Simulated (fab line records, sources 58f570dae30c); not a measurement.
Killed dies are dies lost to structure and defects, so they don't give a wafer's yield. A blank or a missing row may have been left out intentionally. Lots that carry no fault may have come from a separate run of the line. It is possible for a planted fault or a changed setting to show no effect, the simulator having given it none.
The tool behind it: which one?    flow berkeley cmos170    42 wafers from 14 lots sampled at 5 of the route's 331 steps

== WHAT THE GAUGES SHOWED, per wafer ==
UCB170_V1_CD_MEAS_90 targets a cd of 700 nm.
lot   measured      on         cd nm (nm)
L687  day 8 16:13   cd sem-01  698.9 699.4 699.5
L686  day 8 16:22   cd sem-02  699.6 700.7 700.2
L689  day 9 04:58   cd sem-02  702.3 704.1 703.8
L690  day 9 05:16   cd sem-01  696.3 695.8 696.9
L691  day 9 16:28   cd sem-02  702.0 700.9 714.6
L694  day 10 07:16  cd sem-02  712.1 699.9 711.0
L698  day 11 01:10  cd sem-01  698.9 698.9 699.2
L699  day 11 01:14  cd sem-02  699.4 701.2 698.5
L700  day 11 22:26  cd sem-01  701.2 700.2 699.9
L703  day 12 10:31  cd sem-02  701.8 702.7 701.1
L706  day 12 19:50  cd sem-02  698.9 700.5 700.8
L708  day 12 22:37  cd sem-01  700.8 701.3 701.7
L709  day 12 22:42  cd sem-02  699.4 698.8 700.3
L705  day 13 00:20  cd sem-02  700.4 699.6 700.3

UCB170_M2_CD_MEAS_90 targets a cd of 700 nm.
lot   measured      on         cd nm (nm)
L687  day 8 20:05   cd sem-02  700.8 701.0 701.4
L686  day 8 19:39   cd sem-02  703.3 700.7 701.8
L689  day 9 08:04   cd sem-02  699.2 702.0 704.8
L690  day 9 08:19   cd sem-02  698.2 696.9 701.0
L691  day 9 19:46   cd sem-01  703.7 702.9 702.5
L694  day 10 10:10  cd sem-02  700.7 700.3 697.2
L698  day 11 05:46  cd sem-02  698.0 700.0 699.1
L699  day 11 06:01  cd sem-01  699.4 697.9 698.3
L700  day 12 01:10  cd sem-01  701.1 702.9 700.7
L703  day 12 13:08  cd sem-02  699.2 699.6 700.4
L706  day 12 22:21  cd sem-01  698.1 700.4 701.9
L708  day 13 01:14  cd sem-01  698.1 694.9 696.9
L709  day 13 01:28  cd sem-01  697.0 695.3 698.7
L705  day 13 03:14  cd sem-02  699.5 699.2 698.8

== WHICH TOOL RAN EACH LOT (tool, then ch and the chambers of the sampled wafers, then the start) ==
lot   UCB170_V1_ETCH_14                   UCB170_V1_STRIP_15                    UCB170_M2_SPUTTER_01
L687  rie diel-01 ch 0,3, day 8 15:56     plasma asher-02 ch 0,1, day 8 16:07   pvd sputter-01, day 8 16:25
L686  rie diel-02 ch 0,1,2, day 8 16:04   plasma asher-04 ch 0,1, day 8 16:14   pvd sputter-04, day 8 16:32
L689  rie diel-04 ch 0,2,3, day 9 04:41   plasma asher-01 ch 0,1, day 9 04:52   pvd sputter-02, day 9 05:09
L690  rie diel-01 ch 0,1,3, day 9 04:58   plasma asher-02 ch 0,1, day 9 05:08   pvd sputter-04, day 9 05:25
L691  rie diel-04 ch 0,2, day 9 16:09     plasma asher-02 ch 0,1, day 9 16:22   pvd sputter-04, day 9 16:37
L694  rie diel-04 ch 2,3, day 10 06:59    plasma asher-01 ch 0,1, day 10 07:10  pvd sputter-01, day 10 07:27
L698  rie diel-01 ch 0,1,3, day 11 00:50  plasma asher-02 ch 0,1, day 11 01:03  pvd sputter-02, day 11 01:19
L699  rie diel-02 ch 1,3, day 11 00:58    plasma asher-01 ch 0,1, day 11 01:08  pvd sputter-01, day 11 01:26
L700  rie diel-01 ch 1,2, day 11 22:09    plasma asher-04 ch 0,1, day 11 22:20  pvd sputter-02, day 11 22:37
L703  rie diel-02 ch 2,3, day 12 10:14    plasma asher-01 ch 0,1, day 12 10:25  pvd sputter-01, day 12 10:42
L706  rie diel-02 ch 0,2,3, day 12 19:34  plasma asher-02 ch 0,1, day 12 19:44  pvd sputter-01, day 12 20:02
L708  rie diel-01 ch 0,3, day 12 22:17    plasma asher-04 ch 0,1, day 12 22:30  pvd sputter-04, day 12 22:46
L709  rie diel-04 ch 0,1,2, day 12 22:25  plasma asher-01 ch 0,1, day 12 22:36  pvd sputter-01, day 12 22:53
L705  rie diel-04 ch 1,2,3, day 13 00:02  plasma asher-04 ch 0,1, day 13 00:13  pvd sputter-02, day 13 00:30
- UCB170_V1_ETCH_14: etches SiO2 in CHF3/CF4/Ar, stops on Al, target depth 1250 nm, time 291 s.
- UCB170_V1_STRIP_15: strips in O2.
- UCB170_M2_SPUTTER_01: material Al, target thk 900 nm, time 120 s.

== WHAT THE TOOLS THEMSELVES READ (means of the sampled wafers that have a number; where no wafer has one, the mark that the record gives instead) ==
UCB170_V1_ETCH_14.
lot   tool         drypump motor current A (A)  oes product au (a.u.)  rf fwd power W (W)  throttle valve pct (%)
L687  rie diel-01  5.9                          0.870                  697.9               6.99
L686  rie diel-02  5.2                          0.884                  700.0               6.91
L689  rie diel-04  5.5                          0.860                  698.7               6.87
L690  rie diel-01  5.5                          0.876                  697.9               6.90
L691  rie diel-04  5.3                          0.863                  861.4               6.84
L694  rie diel-04  5.7                          0.856                  1023.4              6.85
L698  rie diel-01  5.5                          0.877                  698.0               6.93
L699  rie diel-02  5.1                          0.864                  699.2               6.93
L700  rie diel-01  4.8                          0.868                  695.8               6.92
L703  rie diel-02  5.2                          0.884                  696.7               6.93
L706  rie diel-02  5.2                          0.890                  699.9               6.89
L708  rie diel-01  6.0                          0.867                  699.7               7.00
L709  rie diel-04  5.7                          0.866                  698.5               6.85
L705  rie diel-04  5.9                          0.862                  699.4               6.88

UCB170_V1_STRIP_15.
lot   tool             drypump motor current A (A)  oes product au (a.u.)  strip time to endpoint s (s)
L687  plasma asher-02  6.4                          0.724                  14.98
L686  plasma asher-04  5.1                          0.723                  15.03
L689  plasma asher-01  6.1                          0.721                  15.06
L690  plasma asher-02  6.4                          0.719                  14.99
L691  plasma asher-02  6.1                          0.723                  14.52
L694  plasma asher-01  6.1                          0.721                  13.75
L698  plasma asher-02  6.4                          0.720                  15.04
L699  plasma asher-01  6.1                          0.717                  15.02
L700  plasma asher-04  5.0                          0.722                  14.99
L703  plasma asher-01  6.1                          0.720                  14.99
L706  plasma asher-02  6.0                          0.723                  15.10
L708  plasma asher-04  5.1                          0.721                  14.99
L709  plasma asher-01  6.1                          0.723                  15.06
L705  plasma asher-04  5.1                          0.717                  15.07

UCB170_M2_SPUTTER_01.
lot   tool            throttle valve pct (%)
L687  pvd sputter-01  30.3
L686  pvd sputter-04  28.7
L689  pvd sputter-02  31.0
L690  pvd sputter-04  29.5
L691  pvd sputter-04  28.6
L694  pvd sputter-01  29.8
L698  pvd sputter-02  31.1
L699  pvd sputter-01  29.7
L700  pvd sputter-02  31.3
L703  pvd sputter-01  30.2
L706  pvd sputter-01  30.2
L708  pvd sputter-04  30.3
L709  pvd sputter-01  29.7
L705  pvd sputter-02  31.2

== THE ANSWER, worked out from the rows above alone ==
Rule: the lots themselves supply what counts as usual. Put in order of their means at a reading, lots are off if they are a third of the lots or fewer, leave a main group of 4 or more, and stand apart from it by a gap of 3 or more times the standard deviation of the main group's means; of several such gaps the widest counts. Not used: any main group whose means are identical at the precision the tables above print for the reading. A lot without any number at a reading at which 4 lots or more have one is off too. All remaining lots with rows at the step are treated as sound. First the gauges in route order, then the tools' own readings, where a lot's mean is used as printed above. The first step at which some lot is off is used, and at that step the reading that is off furthest; a lot without a number counts as furthest.
Off: L691, L694, at UCB170_V1_ETCH_14 (rf fwd power W). Mean 698.5 W and standard deviation 1.2 in the main group.
A tool fits if, at that step or a process step before it, it ran every lot that is off, and no sound lot after the first of them. None of those tried fits.

== WHAT WAS PUT IN BY THE SIMULATOR ==
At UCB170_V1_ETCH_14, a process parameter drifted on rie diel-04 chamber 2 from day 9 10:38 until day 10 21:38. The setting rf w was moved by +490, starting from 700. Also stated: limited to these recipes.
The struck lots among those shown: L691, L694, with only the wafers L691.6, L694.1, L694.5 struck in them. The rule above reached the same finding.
